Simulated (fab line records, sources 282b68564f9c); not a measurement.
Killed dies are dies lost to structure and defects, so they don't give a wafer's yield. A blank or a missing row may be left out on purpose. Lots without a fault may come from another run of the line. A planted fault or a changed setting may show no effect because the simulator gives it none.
Which tool did it? | flow rit_cmos | 15 lots, 45 wafers sampled, at 1 step of a route of 202

WHAT THE GAUGES READ, wafer by wafer
The record holds no reading of a measuring or inspecting step that can be judged against a usual standard deviation.

WHICH TOOL RAN EACH LOT (tool, then ch and the chambers of the sampled wafers, then the start)
lot  | RIT_CONTACT_DEVELOP_07
L519 | litho_track-03 ch 0, day 3 08:00
L520 | litho_track-03 ch 0, day 3 14:00
L521 | litho_track-04 ch 0, day 3 18:00
L522 | litho_track-04 ch 0, day 3 20:00
L525 | litho_track-04 ch 0, day 4 11:00
L526 | litho_track-04 ch 0, day 4 15:00
L527 | litho_track-01 ch 0, day 5 00:00
L528 | litho_track-03, day 5 02:00
L529 | litho_track-01, day 5 09:00
L530 | litho_track-04, day 5 11:00
L535 | litho_track-03 ch 0, day 6 16:00
L537 | litho_track-03 ch 0, day 7 02:00
L539 | litho_track-01 ch 0, day 7 12:00
L540 | litho_track-04 ch 0, day 7 14:00
L542 | litho_track-04 ch 0, day 8 00:00
- RIT_CONTACT_DEVELOP_07: develop time 120 s.

WHAT THE TOOLS THEMSELVES READ (means of the sampled wafers that have a number; where no wafer has one, the mark that the record gives instead)
RIT_CONTACT_DEVELOP_07. Usual: chill_plate_temp_C 22.99 C, standard deviation 0.1.
lot  | tool           | chill_plate_temp_C (C) | flag
L519 | litho_track-03 | 22.86                  |
L520 | litho_track-03 | 23.14                  |
L521 | litho_track-04 | 23.01                  |
L522 | litho_track-04 | 23.05                  |
L525 | litho_track-04 | 23.00                  |
L526 | litho_track-04 | 23.05                  |
L527 | litho_track-01 | 23.11                  |
L528 | litho_track-03 | -                      | OFF
L529 | litho_track-01 | -                      | OFF
L530 | litho_track-04 | -                      | OFF
L535 | litho_track-03 | 23.06                  |
L537 | litho_track-03 | 22.89                  |
L539 | litho_track-01 | 23.02                  |
L540 | litho_track-04 | 23.07                  |
L542 | litho_track-04 | 22.94                  |

THE ANSWER, worked out from the rows above alone
Rule: a lot is off if the mean of its wafers that have a number lies more than 3 standard deviations from the usual mean. A lot without any number at a reading at which 4 lots or more have one is off too. The other lots that the step has rows for count as sound. The gauges are gone through in route order, then the tools' own readings, and for those a lot's mean is taken as printed above. The first step at which some lot is off is used, and at that step the reading that is off furthest; a lot without a number counts as furthest.
Off: L528, L529, L530, at RIT_CONTACT_DEVELOP_07 (chill_plate_temp_C). Without a number there: L528, L529, L530.
A tool fits if, at that step or a process step before it, it ran every lot that is off, and no sound lot after the first of them. None of those tried fits.

WHAT THE SIMULATOR HAD PUT IN
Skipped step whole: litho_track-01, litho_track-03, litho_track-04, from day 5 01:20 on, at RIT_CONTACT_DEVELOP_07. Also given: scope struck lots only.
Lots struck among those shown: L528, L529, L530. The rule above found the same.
